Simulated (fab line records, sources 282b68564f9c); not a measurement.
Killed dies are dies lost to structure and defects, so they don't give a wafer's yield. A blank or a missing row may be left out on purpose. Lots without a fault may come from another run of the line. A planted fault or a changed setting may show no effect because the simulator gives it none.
fab line records | flow rit_cmos
record lots=6 wafers=18 last_day=7
route steps=202 shown NWELL@38 PWELL@39 WELLDRIVE@50 NRETRO@53 M1@202
lots that met no fault: from a run of the same line without faults
start_h: hours from the record's first day to the start of the lot's first wafer shown | wait_h: hours since the lot's step before | " the same as in the row above | L1.1+2: a row that stands for several wafers | - no value, or no start given | * or withheld: withheld | < > ~ a bound
route shown NAME@n: a module of which the file shows steps, and the number in the route of the first | usual: mean/standard deviation of fault-free wafers | same: alike in all rows | chamber/n: place in a boat | sites: the reading at each site | _std_site: their standard deviation | _edge_site: outer sites' mean less inner sites' | radius_mm: how far each site lies from the wafer's centre | mask NAME#n: copy n | behind: the tool/chamber that last shaped the wafer | hold: why the lot was held/for how many hours/how that ended | device: the transistor (n, p or np) that didn't switch | end of line: the same wafers' tests at the end of the route | a step without rows: its recipe alone | killed: dies lost to structure and defects at the first sort, not the wafer's yield | map: a wafer's dies, x killed, . not, _ none there
set.NAME: the setting as run; set.NAME@STEP: as run at that earlier step | model.NAME: the simulator's own value behind a step, which no gauge read
lots at some steps of the route; a table a step, a row a wafer
services: from which hour (start_h, from the record's first day; less than 0 if before it) a tool's chamber was out of use, for how many hours, and why
## steps
# step RIT_NWELL_TW_MEAS_10
# usual NWELL_TW=2140/22
# columns lot.wafer tool chamber start_h wait_h NWELL_TW
L105.1 film_metro-01 - 63.89 0.1 2141
L105.3 " - " " 2142
L105.5 " - " " 2153
L106.2 film_metro-01 - 69.03 0.1 2143
L106.4 " - " " 2153
L106.6 " - " " 2150
L109.1 film_metro-04 - 82.71 0.1 2180
L109.2 " - " " 2179
L109.3 " - " " 2172
L111.2 film_metro-04 - 91.21 0.1 2170
L111.3 " - " " 2173
L111.5 " - " " 2176
L113.3 film_metro-01 - 102.98 0.1 2148
L113.4 " - " " 2139
L113.6 " - " " 2147
L119.1 film_metro-01 - 131.55 0.1 2136
L119.3 " - " " 2144
L119.5 " - " " 2131
# step RIT_PWELL_HMDS_00
# recipe prime_time_s=60 prime_temp_c=140
# step RIT_PWELL_COAT_01
# recipe resist=NOVOLAK spin_rpm=2000 resist_thk_nm=1300
# step RIT_PWELL_SOFTBAKE_02
# recipe resist=NOVOLAK temp_c=90 time_s=61.43
# usual plate_sensor_t_centre_C=90.969/0.01 plate_sensor_t_edge_C=91.019/0.011
# columns lot.wafer tool chamber start_h wait_h plate_sensor_t_centre_C plate_sensor_t_edge_C
L105.1 litho_track-02 0 64.25 0.1 90.976 91.012
L105.3 " 0 " " 90.980 91.011
L105.5 " 0 " " 90.977 91.043
L106.2 litho_track-01 0 69.40 0.1 90.967 91.029
L106.4 " 0 " " 90.968 91.016
L106.6 " 0 " " 90.966 91.021
L109.1 litho_track-01 0 83.13 0.1 90.963 91.005
L109.2 " 0 " " 90.971 91.033
L109.3 " 0 " " 90.984 91.015
L111.2 litho_track-03 0 91.58 0.1 90.963 91.013
L111.3 " 0 " " 90.955 91.020
L111.5 " 0 " " 90.968 91.028
L113.3 litho_track-03 0 103.37 0.1 90.955 91.011
L113.4 " 0 " " 90.967 91.022
L113.6 " 0 " " 90.965 91.026
L119.1 litho_track-02 0 131.91 0.1 90.968 91.014
L119.3 " 0 " " 90.961 91.006
L119.5 " 0 " " 90.956 91.026
# step RIT_PWELL_EXPOSE_03
# recipe mask_id=M3 na=0.57 target_cd_nm=43700 dose_mj=250
# step RIT_PWELL_PEB_04
# recipe resist=NOVOLAK temp_c=withheld time_s=withheld
# step RIT_PWELL_DEVELOP_05
# recipe resist=NOVOLAK develop_time_s=68 dev_temp_c=23
# step RIT_PWELL_OVL_MEAS_06
# usual PWELL_OVL=-1.1/1.5
# columns lot.wafer tool chamber start_h wait_h PWELL_OVL[nm]
L105.1 overlay-01 - 64.96 - -1.4
L105.3 " - " " -2.3
L105.5 " - " " -3.3
L106.2 overlay-02 - 70.09 - 0.2
L106.4 " - " " -0.5
L106.6 " - " " -1.3
L109.1 overlay-01 - 83.83 - 0.2
L109.2 " - " " 0.1
L109.3 " - " " -1.1
L111.2 overlay-01 - 92.14 - -1.5
L111.3 " - " " 1.7
L111.5 " - " " -2.7
L113.3 overlay-01 - 104.04 - -3.0
L113.4 " - " " 0.5
L113.6 " - " " -1.6
L119.1 overlay-02 - 132.49 - -0.6
L119.3 " - " " -2.5
L119.5 " - " " -2.1
# step RIT_PWELL_HARDBAKE_07
# recipe resist=NOVOLAK temp_c=140 time_s=120
# step RIT_PWELL_IMPLANT_08
# recipe species=B energy_kev=170 dose_cm2=7.12e+13 tilt_deg=7
# step RIT_PWELL_STRIP_09
# recipe chemistry=O2 time_s=180 resist=NOVOLAK platen_temp_c=withheld power_w=500 pressure_mtorr=4000 o2_flow_sccm=4000
# usual chamber_pressure_mTorr=4000/3.6 drypump_motor_current_A=5.5/0.37
# columns lot.wafer tool chamber start_h wait_h chamber_pressure_mTorr drypump_motor_current_A rf_hours_counter_h
L105.1 plasma_asher-01 0 65.40 0.1 3998 5.7 42
L105.3 " 1 " " 4006 5.1 -
L105.5 " 0 " " 4002 5.7 -
L106.2 plasma_asher-04 1 70.52 0.1 4006 5.3 45
L106.4 " 0 " " 3999 6.0 -
L106.6 " 1 " " 4005 5.3 -
L109.1 plasma_asher-01 0 84.27 0.1 3996 5.7 44
L109.2 " 1 " " 4005 5.1 44
L109.3 " 1 " " 3994 5.1 -
L111.2 plasma_asher-03 0 92.57 0.1 3996 5.9 29
L111.3 " 1 " " 3994 6.3 -
L111.5 " 0 " " 3996 5.9 -
L113.3 plasma_asher-01 0 104.52 0.1 3994 5.7 -
L113.4 " 1 " " 3998 5.1 -
L113.6 " 1 " " 3998 5.1 -
L119.1 plasma_asher-03 0 132.93 0.1 4001 5.9 33
L119.3 " 0 " " 3993 5.8 -
L119.5 " 1 " " 4002 6.3 -
# step RIT_PWELL_TW_MEAS_10
# usual PWELL_TW=959/9
# columns lot.wafer tool chamber start_h wait_h PWELL_TW
L105.1 film_metro-03 - 65.57 0.1 937
L105.3 " - " " 937
L105.5 " - " " 938
L106.2 film_metro-01 - 70.70 0.1 958
L106.4 " - " " 956
L106.6 " - " " 959
L109.1 film_metro-04 - 84.44 0.1 967
L109.2 " - " " 971
L109.3 " - " " 968
L111.2 film_metro-03 - 92.76 0.1 941
L111.3 " - " " 942
L111.5 " - " " 949
L113.3 film_metro-04 - 104.66 0.1 970
L113.4 " - " " 967
L113.6 " - " " 967
L119.1 film_metro-01 - 133.10 0.1 958
L119.3 " - " " 960
L119.5 " - " " 952
# step RIT_WELLDRIVE_ANNEAL_00
# recipe temp_c=1100 time_s=14700 ambient=N2
# usual spike_tc_centre_C=1102.2/1.6 spike_tc_load_C=1126.3/1.9 spike_tc_source_C=1129.3/2.8
# columns lot.wafer tool chamber start_h wait_h spike_tc_centre_C spike_tc_load_C spike_tc_source_C
L105.1 furnace-04 0 65.87 0.3 1102.0 1124.9 1130.3
L105.3 " 0 " " 1101.1 1124.3 1131.8
L105.5 " 0 " " 1101.6 1127.0 1131.0
L106.2 furnace-01 0 72.24 1.5 1101.9 1124.1 1125.4
L106.4 " 0 " " 1102.2 1124.5 1124.7
L106.6 " 0 " " 1102.4 1123.5 1126.5
L109.1 furnace-04 0 84.82 0.4 1062.2 1084.6 1092.1
L109.2 " 0 " " 1060.2 1086.8 1091.7
L109.3 " 0 " " 1063.4 1085.5 1091.2
L111.2 furnace-04 0 92.81 0.0 1060.9 1086.5 1089.9
L111.3 " 0 " " 1062.3 1086.7 1089.8
L111.5 " 0 " " 1060.5 1085.4 1090.1
L113.3 furnace-01 0 104.70 0.0 1100.9 1126.8 1125.7
L113.4 " 0 " " 1100.8 1123.3 1127.6
L113.6 " 0 " " 1101.2 1124.8 1127.4
L119.1 furnace-01 0 134.52 1.4 1101.0 1124.7 1125.5
L119.3 " 0 " " 1102.6 1123.1 1127.4
L119.5 " 0 " " 1101.9 1126.1 1126.3
# step RIT_WELLDRIVE_RS_MEAS_01
# recipe thk_meas_gauge=four-point-probe
# usual NWELL_RS=275.3/0.74
# columns lot.wafer tool chamber start_h wait_h NWELL_RS[ohm/sq]
L105.1 film_metro-03 - 70.96 0.0 275.8
L105.3 " - " " 276.4
L105.5 " - " " 276.1
L106.2 film_metro-03 - 77.35 0.0 277.0
L106.4 " - " " 276.8
L106.6 " - " " 277.1
L109.1 film_metro-04 - 89.90 0.0 320.6
L109.2 " - " " 319.5
L109.3 " - " " 321.1
L111.2 film_metro-03 - 97.91 0.0 322.1
L111.3 " - " " 321.7
L111.5 " - " " 322.0
L113.3 film_metro-01 - 109.82 0.0 273.5
L113.4 " - " " 275.9
L113.6 " - " " 274.8
L119.1 film_metro-03 - 139.61 0.0 276.3
L119.3 " - " " 275.3
L119.5 " - " " 275.7
# step RIT_WELLDRIVE_RS_MEAS_02
# recipe thk_meas_gauge=four-point-probe
# usual PWELL_RS=424.4/1.1
# columns lot.wafer tool chamber start_h wait_h PWELL_RS[ohm/sq]
L105.1 film_metro-03 - 71.08 0.1 425.3
L105.3 " - " " 425.8
L105.5 " - " " 425.2
L106.2 film_metro-03 - 77.47 0.1 424.8
L106.4 " - " " 424.9
L106.6 " - " " 425.9
L109.1 film_metro-04 - 90.02 0.1 469.5
L109.2 " - " " 469.0
L109.3 " - " " 468.6
L111.2 film_metro-03 - 98.03 0.1 465.6
L111.3 " - " " 464.8
L111.5 " - " " 466.2
L113.3 film_metro-01 - 109.94 0.1 423.0
L113.4 " - " " 424.0
L113.6 " - " " 423.7
L119.1 film_metro-03 - 139.73 0.1 426.0
L119.3 " - " " 424.8
L119.5 " - " " 425.1
# step RIT_NRETRO_HMDS_00
# recipe prime_time_s=60 prime_temp_c=140
# step RIT_M1_PROBE_99
# usual killed_at_front_end=6.7/2.9 killed_dies=6.7/2.9 killed_open=3.4/1.8 killed_short=3.3/2.2
# same gross_dies=264 killed_at_M0_to_M3=0 killed_at_M4_up=0 killed_at_back_side=0 killed_at_contacts=0 killed_at_other=0
# columns lot.wafer tool chamber start_h wait_h killed_at_front_end killed_dies killed_open killed_short model.etest.pmos_0p3.r_on_ohm_um model.etest.pmos_turned.r_on_ohm_um model.etest.pmos_0p15.r_on_ohm_um model.etest.nwell_pinched.rs_ohm_sq model.etest.pwell_pinched.rs_ohm_sq model.etest.pwell.rs_ohm_sq model.etest.pmos_0p15.drive_ua_um model.etest.pmos_turned.drive_ua_um
L105.1 prober-02 - 105.46 0.1 9 9 4 5 6364 3379 2756 333.9 453 410.9 254 194.6
L105.3 prober-02 - 105.56 0.2 5 5 3 2 6420 3461 2797 338.4 453.5 406.7 250.3 189.3
L105.5 prober-02 - 105.66 0.2 11 11 6 5 6387 3412 2748 335.5 452.3 411.4 256.6 193
L106.2 prober-02 - 107.01 0.1 5 5 3 2 6302 3343 2735 339.5 453.2 409.1 261.8 199.5
L106.4 prober-02 - 107.11 0.2 6 6 2 4 6396 3422 2752 338.2 455.4 414.7 254 191.7
L106.6 prober-02 - 107.21 0.2 7 7 5 2 6280 3317 2724 341.5 456.5 412.7 262.4 197.8
L109.1 prober-01 - 123.55 0.1 9 9 9 0 6842 3894 3092 434.4 503.9 458 218.5 156.8
L109.2 prober-01 - 123.60 0.1 4 4 3 1 6861 3982 3172 441.4 509.2 459.6 212.6 154.2
L109.3 prober-01 - 123.65 0.2 3 3 1 2 6917 3882 3104 431 497.6 458.8 214.1 154.6
L111.2 prober-01 - 127.67 0.1 12 12 5 7 6984 3917 3044 436.6 500.2 461.6 217 152.7
L111.3 prober-01 - 127.72 0.2 1 1 1 0 6915 3930 3102 437.2 501 467.8 213.6 152.8
L111.5 prober-01 - 127.82 0.2 6 6 3 3 6836 3752 3010 445.5 509.8 465.4 226.5 163.5
L113.3 prober-01 - 139.36 0.2 6 6 4 2 6384 3463 2793 341 462 415.9 254.1 186.4
L113.4 prober-01 - 139.41 0.2 5 5 3 2 6415 3519 2834 336.8 464.4 418.7 249.2 184.8
L113.6 prober-01 - 139.51 0.2 5 5 2 3 6332 3458 2795 343.9 458.3 410.9 252.4 187.8
L119.1 prober-01 - 169.51 0.1 17 17 4 13 6662 3646 2960 336.1 462.7 416 235.3 178.6
L119.3 prober-01 - 169.61 0.2 1 1 1 0 6586 3675 2954 339.1 463.5 416.4 238 174.7
L119.5 prober-01 - 169.71 0.2 9 9 5 4 6511 3578 2896 336 454.7 414.1 238.7 180
# killed by level:class
L105.1 GATE:geometric_particle:short=3 FOX1:geometric_particle:open=2 FOX1:geometric_particle:short=1 GATE:geometric_particle:open=1 REOX:geometric_particle:open=1 SILICIDE:geometric_particle:short=1
L105.3 GATE:geometric_particle:short=2 FOX2:geometric_particle:open=1 GATE:geometric_particle:open=1 SILICIDE:geometric_particle:open=1
L105.5 GATE:geometric_particle:open=3 FOX1:geometric_particle:short=2 SILICIDE:geometric_particle:short=2 FOX1:geometric_particle:open=1 REOX:geometric_particle:open=1 SPACER:geometric_particle:short=1 SILICIDE:geometric_particle:open=1
L106.2 GATE:geometric_particle:open=2 FOX1:geometric_particle:open=1 FOX2:geometric_particle:short=1 SPACER:geometric_particle:short=1
L106.4 GATE:geometric_particle:short=2 FOX1:geometric_particle:short=1 FOX2:geometric_particle:open=1 REOX:geometric_particle:short=1 SILICIDE:geometric_particle:open=1
L106.6 FOX1:geometric_particle:short=2 FOX1:geometric_particle:open=2 GATE:geometric_particle:open=1 REOX:geometric_particle:open=1 SILICIDE:geometric_particle:open=1
L109.1 FOX1:geometric_particle:open=4 REOX:geometric_particle:open=3 SPACER:geometric_particle:open=2
L109.2 FOX2:geometric_particle:open=1 REOX:geometric_particle:open=1 SPACER:geometric_particle:short=1 SILICIDE:geometric_particle:open=1
L109.3 FOX1:geometric_particle:short=2 GATE:geometric_particle:open=1
L111.2 GATE:geometric_particle:short=3 FOX1:geometric_particle:short=2 GATE:geometric_particle:open=2 REOX:geometric_particle:open=2 SPACER:geometric_particle:short=2 FOX2:geometric_particle:open=1
L111.3 SILICIDE:geometric_particle:open=1
L111.5 FOX2:geometric_particle:short=1 GATE:geometric_particle:open=1 GATE:geometric_particle:short=1 REOX:geometric_particle:open=1 REOX:geometric_particle:short=1 SPACER:geometric_particle:open=1
L113.3 SPACER:geometric_particle:open=3 FOX1:geometric_particle:open=1 FOX1:geometric_particle:short=1 SILICIDE:geometric_particle:short=1
L113.4 GATE:geometric_particle:open=3 GATE:geometric_particle:short=1 SPACER:geometric_particle:short=1
L113.6 GATE:geometric_particle:short=2 FOX1:geometric_particle:short=1 FOX1:geometric_particle:open=1 GATE:geometric_particle:open=1
L119.1 GATE:geometric_particle:short=7 REOX:geometric_particle:short=3 REOX:geometric_particle:open=2 SPACER:geometric_particle:short=2 FOX1:geometric_particle:short=1 GATE:geometric_particle:open=1 SPACER:geometric_particle:open=1
L119.3 GATE:geometric_particle:open=1
L119.5 GATE:geometric_particle:short=3 FOX1:geometric_particle:open=2 SPACER:geometric_particle:open=2 FOX1:geometric_particle:short=1 GATE:geometric_particle:open=1
## services
# columns tool chamber start_h hours kind
plasma_asher-03 - 63.47 2.8 pm
plasma_asher-04 - 108.75 9.0 pm
plasma_asher-04 0 108.75 9.0 vent_cycle
plasma_asher-04 1 108.75 9.0 vent_cycle
plasma_asher-04 0 117.75 - clean
plasma_asher-04 1 117.75 - clean
furnace-04 - 133.46 3.8 pm
## key
first_sign step=RIT_WELLDRIVE_ANNEAL_00 reading=spike_tc_centre_C direction=down sigmas=25 usual=1102.2 struck=1061.6
effect step=RIT_WELLDRIVE_ANNEAL_00 reading=spike_tc_load_C direction=down sigmas=21 usual=1126.3 struck=1085.9
effect step=RIT_WELLDRIVE_RS_MEAS_01 reading=NWELL_RS direction=up sigmas=62 usual=275.3 struck=321.2
effect step=RIT_WELLDRIVE_RS_MEAS_02 reading=PWELL_RS direction=up sigmas=37 usual=424.4 struck=467.3
model_effect step=RIT_M1_PROBE_99 value=etest.pmos_0p3.r_on_ohm_um without=6429 struck=6892
met_at RIT_WELLDRIVE_ANNEAL_00
struck_wafers L109.1,L109.2,L109.3,L111.2,L111.3,L111.5
tester_left_out L109,L111
fault kind=process_parameter_drift tool=furnace-04 chamber=- onset_h=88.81 steps=RIT_WELLDRIVE_ANNEAL_00 channel=temp_c offset=* shape=step end_h=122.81 acts_in=* stated=*
# tester_left_out: of these lots the tester's yield and bins aren't shown, on N5 and GAA mostly nor the transistor test; their killed dies are dies lost to structure and defects alone, not to doping, threshold or leakage, so they don't give the yield
